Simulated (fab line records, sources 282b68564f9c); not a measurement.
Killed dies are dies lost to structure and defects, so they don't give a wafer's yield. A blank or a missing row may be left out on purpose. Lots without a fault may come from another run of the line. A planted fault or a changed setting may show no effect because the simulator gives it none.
Problem report in the 8D (eight disciplines) form, filled by code | flow rit_cmos | the parts of the form that need people (team, actions taken, sign-off) are left out

1. THE PROBLEM
spin_speed_rpm at RIT_NSD_COAT_01 reads a mean of 3084.6 rpm on 9 wafers of 3 lots; wafers without a fault read 3249.8 rpm with a standard deviation of 2.2. That is -75 standard deviations from the usual mean.
The step: resist thk 1000 nm.
First seen on wafer L343.3, day 5 03:02, on litho_track-04. The record holds 21 wafers of 7 lots with a number at this step. Rule for "out", or "out of limits": more than 4 standard deviations from the usual mean. The other wafers with a number count as sound.

2. WHAT IT IS AND WHAT IT IS NOT
question                    | is                     | is not
which readings at this step | spin_speed_rpm         | chill_plate_temp_C, dispense_pressure_kPa, resist_line_temp_C
which lots                  | L343, L345, L346       | L339, L341, L355, L356
which wafers of those lots  | all that have a number | -
read on which tools         | litho_track-04         | litho_track-02, litho_track-03
when                        | from day 5 03:02       | up to then (6 sound wafers); but 6 sound wafers of L355, L356 came after

3. SUSPECTS, AND WHAT RULES EACH OUT
Counting: a tool at a process step up to the reading stays a suspect if it ran every lot that is out and no sound lot after the first of them.
- litho_track-04 at RIT_NSD_COAT_01 (resist thk 1000 nm): kept. It ran every lot that is out, first L343 (day 5 03:02), and no sound lot after that; its last sound lot up to then is L341 (day 4 21:24). Its own readings are out on those wafers: spin_speed_rpm.
Left after counting: litho_track-04 at RIT_NSD_COAT_01.

4. THE CAUSE (what the simulator had put in)
Process parameter drift: litho_track-04, from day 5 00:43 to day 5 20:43, at RIT_NSD_COAT_01. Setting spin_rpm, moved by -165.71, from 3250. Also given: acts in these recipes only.
Counting left only this tool.

5. THE CHAIN OF EFFECTS, in route order
Each row: a reading whose mean over the struck wafers that have a number lies more than 3 standard deviations from the usual. Only readings for which the record gives a usual standard deviation are gone through. hours: the time from each lot's start at the first step in this table that gives one to its start at this step, as a median over the lots. sigmas: the change in usual standard deviations.
hours | step            | reading        | usual      | on struck wafers | change | sigmas
0     | RIT_NSD_COAT_01 | spin_speed_rpm | 3249.8 rpm | 3084.6           | -165.2 | -75
The process steps in it:
- RIT_NSD_COAT_01: resist thk 1000 nm.
Later measuring or inspecting steps at which every struck wafer that the step has a row for has a number for every such reading, and none has moved that far: RIT_NSD_OVL_MEAS_06.

6. WHAT WOULD HAVE CAUGHT IT SOONER
In this record the first reading out of limits was taken at day 5 03:02, 2 hours after the fault began at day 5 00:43.
